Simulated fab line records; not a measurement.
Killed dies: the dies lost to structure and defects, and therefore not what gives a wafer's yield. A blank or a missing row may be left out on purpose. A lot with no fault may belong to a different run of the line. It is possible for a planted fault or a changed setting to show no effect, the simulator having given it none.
fab line records | flow rit_cmos
[record] lots = 14 | wafers = 42 | last_day = 8
route steps=202 shown GATE@92 NSD@139 M1@184
lots untouched by any fault: they come from a run of this same line in which no faults occurred
start_h: hours from the record's opening day to when the first of the lot's shown wafers began | wait_h: hours from the lot's prior step to this one | " as in the row above | L1.1+2: one row covering several wafers at once | - no value, or no start given | * or withheld: withheld | < > ~ a bound
route shown NAME@n: names a module that has steps shown in the file, with the first one's number in the route | usual: average and standard deviation across the fault-free wafers | same: alike in all rows | chamber/n: place in a boat | sites: each site's reading | _std_site: standard deviation across them | _edge_site: mean of outer sites minus mean of inner sites | radius_mm: for every site, how far away it sits from the centre of the wafer | mask NAME#n: copy n | behind: the tool/chamber that last shaped the wafer | hold: why the lot went on hold/how many hours it stayed there/how the hold came to an end | device: which transistor (n, p or np) failed to switch | end of line: the tests these same wafers got at the end of their route | where a step has no rows: the recipe by itself | killed: not the wafer's yield, but the dies lost to structure and defects at the first sort | map: the dies of a wafer, with x for killed, . for not killed, _ for no die there
set.NAME: the setting that was run; set.NAME@STEP: the one run at that earlier step | model.NAME: the simulator's own value behind a step, which no gauge read
route steps across a sampled set of lots; one table per step, one row per wafer
services: from which hour (start_h, from the record's first day; less than 0 if before it) a tool's chamber was out of use, for how many hours, and why
[[steps]]
[step RIT_GATE_CD_MEAS_16]
[recipe] target_cd_nm = 150
[usual] cd_nm = 149.4/1.9
lot.wafer | tool      | chamber | start_h | wait_h | cd_nm
L918.1    | cd_sem-02 | -       | 49.45   | -      | 148.7
L918.3    | "         | -       | "       | "      | 146.3
L918.4    | "         | -       | "       | "      | 147.8
L919.3    | cd_sem-02 | -       | 51.08   | -      | 145.7
L919.5    | "         | -       | "       | "      | 145.9
L919.6    | "         | -       | "       | "      | 146.4
L920.2    | cd_sem-02 | -       | 58.56   | -      | 149.1
L920.5    | "         | -       | "       | "      | 150.3
L920.6    | "         | -       | "       | "      | 149.8
L923.3    | cd_sem-02 | -       | 71.00   | -      | 150.9
L923.4    | "         | -       | "       | "      | 150.4
L923.6    | "         | -       | "       | "      | 151.7
L922.1    | cd_sem-02 | -       | 71.48   | -      | 152.0
L922.3    | "         | -       | "       | "      | 147.9
L922.5    | "         | -       | "       | "      | 149.3
L924.1    | cd_sem-01 | -       | 84.30   | -      | 149.1
L924.2    | "         | -       | "       | "      | 148.2
L924.3    | "         | -       | "       | "      | 148.1
L925.1    | cd_sem-01 | -       | 86.85   | -      | 150.8
L925.5    | "         | -       | "       | "      | 152.0
L925.6    | "         | -       | "       | "      | 151.5
L926.1    | cd_sem-01 | -       | 92.50   | -      | 148.0
L926.2    | "         | -       | "       | "      | 150.2
L926.5    | "         | -       | "       | "      | 148.1
L927.2    | cd_sem-02 | -       | 96.96   | -      | 150.6
L927.5    | "         | -       | "       | "      | 147.6
L927.6    | "         | -       | "       | "      | 149.6
L930.2    | cd_sem-01 | -       | 110.22  | -      | 153.2
L930.3    | "         | -       | "       | "      | 155.2
L930.5    | "         | -       | "       | "      | 154.3
L931.3    | cd_sem-01 | -       | 120.47  | -      | 148.0
L931.4    | "         | -       | "       | "      | 147.1
L931.6    | "         | -       | "       | "      | 145.1
L932.2    | cd_sem-01 | -       | 122.88  | -      | 147.7
L932.3    | "         | -       | "       | "      | 150.3
L932.6    | "         | -       | "       | "      | 149.3
L933.1    | cd_sem-02 | -       | 123.14  | -      | 146.6
L933.4    | "         | -       | "       | "      | 148.7
L933.5    | "         | -       | "       | "      | 147.1
L939.2    | cd_sem-01 | -       | 162.95  | -      | 150.8
L939.3    | "         | -       | "       | "      | 153.3
L939.5    | "         | -       | "       | "      | 149.1
[step RIT_NSD_IMPLANT_08]
[recipe] species = P | energy_kev = 25 | dose_cm2 = 1e+15 | tilt_deg = 7
[usual] beam_energy_keV = 25.000/0.0078 | dose_ions_cm2 = 1e+15/1.1e+12 | end_station_pressure_torr = 7.5e-06/4e-07 | faraday_current_uA = 3132/67
lot.wafer | tool         | chamber | start_h | wait_h | beam_energy_keV | dose_ions_cm2 | end_station_pressure_torr | faraday_current_uA
L919.3    | implanter-04 | 0       | 62.84   | 0.1    | 24.999          | 9.998e+14     | 7.6e-06                   | 3108
L919.5    | "            | 0       | "       | "      | 25.003          | 9.983e+14     | 7.5e-06                   | 3178
L919.6    | "            | 0       | "       | "      | 25.011          | 9.995e+14     | 7.9e-06                   | 3124
L918.1    | implanter-01 | 0       | 63.42   | 0.1    | 25.000          | 9.999e+14     | 7e-06                     | 3124
L918.3    | "            | 0       | "       | "      | 25.001          | 9.998e+14     | 7.9e-06                   | 3190
L918.4    | "            | 0       | "       | "      | 25.009          | 9.996e+14     | 7.1e-06                   | 3139
L920.2    | implanter-04 | 0       | 74.80   | 0.1    | 25.010          | 1.0001e+15    | 7.1e-06                   | 3106
L920.5    | "            | 0       | "       | "      | 24.997          | 1.001e+15     | 7.4e-06                   | 3124
L920.6    | "            | 0       | "       | "      | 25.012          | 1.0004e+15    | 8.2e-06                   | 3093
L922.1    | implanter-02 | 0       | 83.93   | 0.1    | 25.005          | 9.992e+14     | 7.2e-06                   | 3148
L922.3    | "            | 0       | "       | "      | 25.009          | 9.99e+14      | 7.7e-06                   | 3233
L922.5    | "            | 0       | "       | "      | 25.004          | 9.989e+14     | 8.6e-06                   | 3042
L923.3    | implanter-04 | 0       | 84.22   | 0.1    | 24.998          | 9.999e+14     | 7.4e-06                   | 3214
L923.4    | "            | 0       | "       | "      | 24.983          | 9.999e+14     | 8e-06                     | 3085
L923.6    | "            | 0       | "       | "      | 24.996          | 1.0004e+15    | 7.7e-06                   | 3275
L924.1    | implanter-02 | 0       | 99.60   | 0.1    | 25.000          | 9.997e+14     | 7e-06                     | 3097
L924.2    | "            | 0       | "       | "      | 24.997          | 1e+15         | 8e-06                     | 3095
L924.3    | "            | 0       | "       | "      | 24.996          | 9.995e+14     | 7e-06                     | 2971
L925.1    | implanter-01 | 0       | 102.60  | 0.1    | 24.989          | 1.0004e+15    | 7.1e-06                   | 3131
L925.5    | "            | 0       | "       | "      | 24.994          | 1.0011e+15    | 7.5e-06                   | 3109
L925.6    | "            | 0       | "       | "      | 24.989          | 9.994e+14     | 7.7e-06                   | 3081
L926.1    | implanter-01 | 0       | 105.35  | 0.1    | 25.014          | 1.0005e+15    | 8.3e-06                   | 3194
L926.2    | "            | 0       | "       | "      | 24.998          | 1.0013e+15    | 8.8e-06                   | 3019
L926.5    | "            | 0       | "       | "      | 25.001          | 1.001e+15     | 7.7e-06                   | 3115
L927.2    | implanter-01 | 0       | 108.23  | 0.1    | 24.990          | 9.997e+14     | 7e-06                     | 3154
L927.5    | "            | 0       | "       | "      | 25.005          | 1.0005e+15    | 8.2e-06                   | 3011
L927.6    | "            | 0       | "       | "      | 24.992          | 9.986e+14     | 7e-06                     | 3113
L930.2    | implanter-01 | 0       | 128.22  | 0.1    | 25.004          | 3.988e+14     | 6.4e-06                   | 1279
L930.3    | "            | 0       | "       | "      | 25.012          | 3.993e+14     | 6.1e-06                   | 1291
L930.5    | "            | 0       | "       | "      | 25.013          | 3.998e+14     | 6.2e-06                   | 1293
L931.3    | implanter-01 | 0       | 134.68  | 0.1    | 25.001          | 4.013e+14     | 5.6e-06                   | 1260
L931.4    | "            | 0       | "       | "      | 24.987          | 3.984e+14     | 6.4e-06                   | 1335
L931.6    | "            | 0       | "       | "      | 24.989          | 4.013e+14     | 6.1e-06                   | 1261
L932.2    | implanter-04 | 0       | 140.51  | 0.1    | 25.008          | 9.999e+14     | 7.2e-06                   | 3167
L932.3    | "            | 0       | "       | "      | 25.006          | 1.0015e+15    | 8e-06                     | 3050
L932.6    | "            | 0       | "       | "      | 25.005          | 1.0003e+15    | 7.8e-06                   | 3147
L933.1    | implanter-02 | 0       | 140.73  | 0.1    | 24.999          | 1.0002e+15    | 7.6e-06                   | 3173
L933.4    | "            | 0       | "       | "      | 24.996          | 9.995e+14     | 7.7e-06                   | 3127
L933.5    | "            | 0       | "       | "      | 25.012          | 9.967e+14     | 7.2e-06                   | 3141
L939.2    | implanter-02 | 0       | 175.09  | 0.1    | 25.016          | 1.0004e+15    | 6.9e-06                   | 3196
L939.3    | "            | 0       | "       | "      | 24.997          | 9.978e+14     | 7.2e-06                   | 3216
L939.5    | "            | 0       | "       | "      | 24.999          | 9.996e+14     | 7.3e-06                   | 3169
[step RIT_NSD_TW_MEAS_10]
[usual] NSD_TW = 3126/24
lot.wafer | tool          | chamber | start_h | wait_h | NSD_TW
L919.3    | film_metro-03 | -       | 63.14   | 0.1    | 3167
L919.5    | "             | -       | "       | "      | 3168
L919.6    | "             | -       | "       | "      | 3176
L918.1    | film_metro-02 | -       | 63.75   | 0.1    | 3168
L918.3    | "             | -       | "       | "      | 3177
L918.4    | "             | -       | "       | "      | 3172
L920.2    | film_metro-02 | -       | 75.11   | 0.1    | 3143
L920.5    | "             | -       | "       | "      | 3112
L920.6    | "             | -       | "       | "      | 3120
L922.1    | film_metro-02 | -       | 84.26   | 0.1    | 3128
L922.3    | "             | -       | "       | "      | 3126
L922.5    | "             | -       | "       | "      | 3120
L923.3    | film_metro-01 | -       | 84.52   | 0.1    | 3120
L923.4    | "             | -       | "       | "      | 3121
L923.6    | "             | -       | "       | "      | 3114
L924.1    | film_metro-03 | -       | 99.93   | 0.1    | 3135
L924.2    | "             | -       | "       | "      | 3151
L924.3    | "             | -       | "       | "      | 3150
L925.1    | film_metro-01 | -       | 102.93  | 0.1    | 3089
L925.5    | "             | -       | "       | "      | 3101
L925.6    | "             | -       | "       | "      | 3107
L926.1    | film_metro-03 | -       | 105.68  | 0.1    | 3158
L926.2    | "             | -       | "       | "      | 3124
L926.5    | "             | -       | "       | "      | 3142
L927.2    | film_metro-03 | -       | 108.54  | 0.1    | 3153
L927.5    | "             | -       | "       | "      | 3129
L927.6    | "             | -       | "       | "      | 3139
L930.2    | film_metro-01 | -       | 128.53  | 0.1    | 2474
L930.3    | "             | -       | "       | "      | 2483
L930.5    | "             | -       | "       | "      | 2479
L931.3    | film_metro-03 | -       | 134.97  | 0.1    | 2520
L931.4    | "             | -       | "       | "      | 2516
L931.6    | "             | -       | "       | "      | 2505
L932.2    | film_metro-01 | -       | 140.82  | 0.1    | 3102
L932.3    | "             | -       | "       | "      | 3108
L932.6    | "             | -       | "       | "      | 3100
L933.1    | film_metro-03 | -       | 141.05  | 0.1    | 3116
L933.4    | "             | -       | "       | "      | 3135
L933.5    | "             | -       | "       | "      | 3118
L939.2    | film_metro-01 | -       | 175.40  | 0.1    | 3104
L939.3    | "             | -       | "       | "      | 3115
L939.5    | "             | -       | "       | "      | 3100
[step RIT_SDANNEAL_RS_MEAS_05]
[recipe] thk_meas_gauge = four-point-probe
[usual] NSD_RS = 84.61/0.26
lot.wafer | tool          | chamber | start_h | wait_h | NSD_RS[ohm/sq]
L919.3    | film_metro-02 | -       | 65.19   | 0.1    | 84.49
L919.5    | "             | -       | "       | "      | 84.43
L919.6    | "             | -       | "       | "      | 84.55
L918.1    | film_metro-01 | -       | 65.92   | 0.1    | 84.48
L918.3    | "             | -       | "       | "      | 84.66
L918.4    | "             | -       | "       | "      | 84.53
L920.2    | film_metro-01 | -       | 77.19   | 0.1    | 84.80
L920.5    | "             | -       | "       | "      | 85.35
L920.6    | "             | -       | "       | "      | 84.75
L922.1    | film_metro-03 | -       | 86.34   | 0.1    | 84.33
L922.3    | "             | -       | "       | "      | 84.42
L922.5    | "             | -       | "       | "      | 84.29
L923.3    | film_metro-02 | -       | 86.59   | 0.1    | 84.64
L923.4    | "             | -       | "       | "      | 84.46
L923.6    | "             | -       | "       | "      | 84.72
L924.1    | film_metro-02 | -       | 102.14  | 0.1    | 84.64
L924.2    | "             | -       | "       | "      | 84.74
L924.3    | "             | -       | "       | "      | 84.99
L925.1    | film_metro-02 | -       | 104.95  | 0.1    | 84.49
L925.5    | "             | -       | "       | "      | 84.88
L925.6    | "             | -       | "       | "      | 84.62
L926.1    | film_metro-03 | -       | 107.93  | 0.1    | 84.78
L926.2    | "             | -       | "       | "      | 84.74
L926.5    | "             | -       | "       | "      | 84.82
L927.2    | film_metro-03 | -       | 110.72  | 0.1    | 84.94
L927.5    | "             | -       | "       | "      | 84.71
L927.6    | "             | -       | "       | "      | 84.95
L930.2    | film_metro-01 | -       | 130.56  | 0.1    | 176.89
L930.3    | "             | -       | "       | "      | 177.25
L930.5    | "             | -       | "       | "      | 177.08
L931.3    | film_metro-03 | -       | 137.03  | 0.1    | 175.70
L931.4    | "             | -       | "       | "      | 175.35
L931.6    | "             | -       | "       | "      | 175.46
L932.2    | film_metro-03 | -       | 143.07  | 0.1    | 84.93
L932.3    | "             | -       | "       | "      | 84.67
L932.6    | "             | -       | "       | "      | 84.74
L933.1    | film_metro-02 | -       | 143.27  | 0.1    | 84.80
L933.4    | "             | -       | "       | "      | 84.67
L933.5    | "             | -       | "       | "      | 84.97
L939.2    | film_metro-01 | -       | 177.56  | 0.1    | 84.73
L939.3    | "             | -       | "       | "      | 84.76
L939.5    | "             | -       | "       | "      | 84.87
[step RIT_M1_SPUTTER_00]
[recipe] material = Al | target_thk_nm = 400 | power_w = 2000 | chamber_pressure_pa = 0.4 | gas = Ar | time_s = 477.1 | substrate_temp_c = 25
[usual] cathode_dc_power_W = 2000.0/0.36 | throttle_valve_pct = 30.0/1.2
lot.wafer | tool           | chamber | start_h | wait_h | cathode_dc_power_W | throttle_valve_pct
L919.3    | pvd_sputter-01 | -       | 68.41   | 0.0    | 2000.0             | 30.5
L919.5    | "              | -       | "       | "      | 1999.9             | 28.4
L919.6    | "              | -       | "       | "      | 1999.9             | 32.4
L918.1    | pvd_sputter-03 | -       | 69.14   | 0.0    | 1999.5             | 29.1
L918.3    | "              | -       | "       | "      | 2000.0             | 29.7
L918.4    | "              | -       | "       | "      | 2000.4             | 30.2
L920.2    | pvd_sputter-01 | -       | 80.31   | 0.0    | 2000.0             | 30.5
L920.5    | "              | -       | "       | "      | 1999.7             | 30.3
L920.6    | "              | -       | "       | "      | 2000.1             | 32.6
L922.1    | pvd_sputter-01 | -       | 89.52   | 0.0    | 2000.1             | 30.2
L922.3    | "              | -       | "       | "      | 2000.1             | 32.4
L922.5    | "              | -       | "       | "      | 2000.1             | 28.3
L923.3    | pvd_sputter-03 | -       | 89.84   | 0.0    | 2000.1             | 29.7
L923.4    | "              | -       | "       | "      | 2000.5             | 30.8
L923.6    | "              | -       | "       | "      | 2000.5             | 29.2
L924.1    | pvd_sputter-02 | -       | 105.31  | 0.0    | 2000.1             | 30.0
L924.2    | "              | -       | "       | "      | 2000.2             | 30.1
L924.3    | "              | -       | "       | "      | 2000.3             | 30.5
L925.1    | pvd_sputter-01 | -       | 108.22  | 0.0    | 1999.8             | 30.8
L925.5    | "              | -       | "       | "      | 1999.5             | 30.2
L925.6    | "              | -       | "       | "      | 2000.2             | 28.7
L926.1    | pvd_sputter-02 | -       | 111.15  | 0.0    | 1999.6             | 30.3
L926.2    | "              | -       | "       | "      | 2000.0             | 30.6
L926.5    | "              | -       | "       | "      | 2000.2             | 30.5
L927.2    | pvd_sputter-01 | -       | 114.09  | 0.0    | 2000.0             | 32.7
L927.5    | "              | -       | "       | "      | 2000.2             | 30.6
L927.6    | "              | -       | "       | "      | 1999.3             | 32.6
L930.2    | pvd_sputter-01 | -       | 133.77  | 0.0    | 2000.2             | 32.5
L930.3    | "              | -       | "       | "      | 1999.5             | 30.6
L930.5    | "              | -       | "       | "      | 1999.7             | 30.3
L931.3    | pvd_sputter-03 | -       | 140.12  | 0.0    | 1999.8             | 29.4
L931.4    | "              | -       | "       | "      | 1999.7             | 29.7
L931.6    | "              | -       | "       | "      | 1999.6             | 29.0
L932.2    | pvd_sputter-01 | -       | 146.30  | 0.0    | 1999.9             | 30.1
L932.3    | "              | -       | "       | "      | 1999.9             | 32.5
L932.6    | "              | -       | "       | "      | 2000.7             | 30.8
L933.1    | pvd_sputter-03 | -       | 146.40  | 0.0    | 2000.1             | 30.4
L933.4    | "              | -       | "       | "      | 1999.7             | 29.3
L933.5    | "              | -       | "       | "      | 2000.0             | 30.2
L939.2    | pvd_sputter-01 | -       | 180.85  | 0.0    | 1999.7             | 28.4
L939.3    | "              | -       | "       | "      | 1999.5             | 30.8
L939.5    | "              | -       | "       | "      | 2000.5             | 30.7
[step RIT_M1_BOW_MEAS_16]
[recipe] mode = bow
[usual] M1_BOW = 17/6.1
lot.wafer | tool          | chamber | start_h | wait_h | M1_BOW[um]
L919.3    | film_metro-02 | -       | 72.47   | 0.0    | 19
L919.5    | "             | -       | "       | "      | 13
L919.6    | "             | -       | "       | "      | 19
L918.1    | film_metro-03 | -       | 73.93   | 0.0    | 15
L918.3    | "             | -       | "       | "      | 16
L918.4    | "             | -       | "       | "      | 21
L920.2    | film_metro-03 | -       | 84.22   | 0.0    | 14
L920.5    | "             | -       | "       | "      | 3
L920.6    | "             | -       | "       | "      | 14
L922.1    | film_metro-01 | -       | 93.49   | 0.0    | 23
L922.3    | "             | -       | "       | "      | 13
L922.5    | "             | -       | "       | "      | 23
L923.3    | film_metro-01 | -       | 95.03   | 0.0    | 26
L923.4    | "             | -       | "       | "      | 14
L923.6    | "             | -       | "       | "      | 14
L924.1    | film_metro-01 | -       | 109.37  | 0.0    | 16
L924.2    | "             | -       | "       | "      | 22
L924.3    | "             | -       | "       | "      | 24
L925.1    | film_metro-03 | -       | 112.39  | 0.0    | 17
L925.5    | "             | -       | "       | "      | 17
L925.6    | "             | -       | "       | "      | 26
L926.1    | film_metro-02 | -       | 115.07  | 0.0    | 17
L926.2    | "             | -       | "       | "      | 22
L926.5    | "             | -       | "       | "      | 20
L927.2    | film_metro-01 | -       | 118.13  | 0.0    | 19
L927.5    | "             | -       | "       | "      | 14
L927.6    | "             | -       | "       | "      | 17
L930.2    | film_metro-02 | -       | 137.80  | 0.0    | 23
L930.3    | "             | -       | "       | "      | 28
L930.5    | "             | -       | "       | "      | 15
L931.3    | film_metro-03 | -       | 144.52  | 0.0    | 20
L931.4    | "             | -       | "       | "      | 26
L931.6    | "             | -       | "       | "      | 9
L932.2    | film_metro-01 | -       | 150.22  | 0.0    | 27
L932.3    | "             | -       | "       | "      | 13
L932.6    | "             | -       | "       | "      | 15
L933.1    | film_metro-03 | -       | 151.70  | 0.0    | 16
L933.4    | "             | -       | "       | "      | 20
L933.5    | "             | -       | "       | "      | 16
L939.2    | film_metro-03 | -       | 184.92  | 0.0    | 7
L939.3    | "             | -       | "       | "      | 11
L939.5    | "             | -       | "       | "      | 15
[step RIT_M1_PROBE_99]
[usual] killed_at_M0_to_M3 = 0.0/0.083 | killed_at_contacts = 0.0/0.16 | killed_at_front_end = 7/3.1 | killed_dies = 7/3.1 | killed_open = 3.6/2.2 | killed_short = 3.4/2.1
[same] gross_dies = 264 | killed_at_M4_up = 0 | killed_at_back_side = 0 | killed_at_other = 0
lot.wafer | tool      | chamber | start_h | wait_h | killed_at_M0_to_M3 | killed_at_contacts | killed_at_front_end | killed_dies | killed_open | killed_short
L931.3    | prober-01 | -       | 144.70  | 0.2    | 0                  | 0                  | 7                   | 7           | 5           | 2
L931.4    | prober-01 | -       | 144.75  | 0.2    | 0                  | 0                  | 7                   | 7           | 5           | 2
L931.6    | prober-01 | -       | 144.85  | 0.2    | 0                  | 0                  | 9                   | 9           | 6           | 3
L933.1    | prober-01 | -       | 151.82  | 0.1    | 0                  | 0                  | 12                  | 12          | 5           | 7
L933.4    | prober-01 | -       | 151.97  | 0.2    | 0                  | 0                  | 9                   | 9           | 4           | 5
L933.5    | prober-01 | -       | 152.02  | 0.2    | 0                  | 0                  | 3                   | 3           | 1           | 2
// killed by level:class
L931.3 GATE:geometric_particle:open=3 FOX1:geometric_particle:open=2 FOX1:geometric_particle:short=1 SILICIDE:geometric_particle:short=1
L931.4 SPACER:geometric_particle:open=3 FOX2:geometric_particle:open=1 FOX2:geometric_particle:short=1 GATE:geometric_particle:open=1 SILICIDE:geometric_particle:short=1
L931.6 GATE:geometric_particle:open=4 FOX2:geometric_particle:short=2 FOX1:geometric_particle:open=1 SPACER:geometric_particle:short=1 SPACER:geometric_particle:open=1
L933.1 GATE:geometric_particle:short=4 FOX1:geometric_particle:short=3 GATE:geometric_particle:open=2 SILICIDE:geometric_particle:open=2 FOX1:geometric_particle:open=1
L933.4 SPACER:geometric_particle:short=3 GATE:geometric_particle:short=2 FOX1:geometric_particle:open=1 GATE:geometric_particle:open=1 SPACER:geometric_particle:open=1 SILICIDE:geometric_particle:open=1
L933.5 SPACER:geometric_particle:short=2 SILICIDE:geometric_particle:open=1
[[services]]
tool           | chamber | start_h | hours | kind
pvd_sputter-03 | -       | 41.78   | 0.7   | repair
pvd_sputter-03 | -       | 102.73  | 1.9   | repair
pvd_sputter-02 | -       | 119.12  | 4.2   | repair
implanter-04   | -       | 125.08  | 2.3   | repair
implanter-02   | -       | 143.38  | 1.5   | repair
implanter-02   | -       | 164.33  | 2.8   | repair
pvd_sputter-01 | -       | 173.20  | 3.4   | repair
implanter-04   | -       | 175.35  | 8.5   | repair
implanter-01   | -       | 175.36  | 1.1   | repair
implanter-02   | -       | 175.70  | 21.3  | repair
[[key]]
[first_sign] step = RIT_NSD_IMPLANT_08 | reading = dose_ions_cm2 | direction = down | sigmas = 99+ | usual = 1e+15 | struck = 3.998e+14
[effect] step = RIT_NSD_IMPLANT_08 | reading = faraday_current_uA | direction = down | sigmas = 28 | usual = 3132 | struck = 1287
[effect] step = RIT_NSD_TW_MEAS_10 | reading = NSD_TW | direction = down | sigmas = 27 | usual = 3126 | struck = 2496
[effect] step = RIT_SDANNEAL_RS_MEAS_05 | reading = NSD_RS | direction = up | sigmas = 99+ | usual = 84.61 | struck = 176.29
met_at RIT_NSD_IMPLANT_08
struck_lots L930,L931
tester_left_out L930,L931
not_acting_at RIT_GATE_CD_MEAS_16,RIT_M1_SPUTTER_00,RIT_M1_BOW_MEAS_16
onset_between 108.23 128.22
[fault] kind = process_parameter_drift | tool = implanter-01 | chamber = - | onset_h = 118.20 | steps = RIT_NSD_IMPLANT_08 | channel = dose_cm2 | offset = -6e+14 | shape = step | end_h = 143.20 | acts_in = these_recipes_only | stated = 1e+15
// tester_left_out: of these lots the tester's yield and bins aren't shown, on N5 and GAA mostly nor the transistor test; their killed dies are dies lost to structure and defects alone, not to doping, threshold or leakage, so they don't give the yield
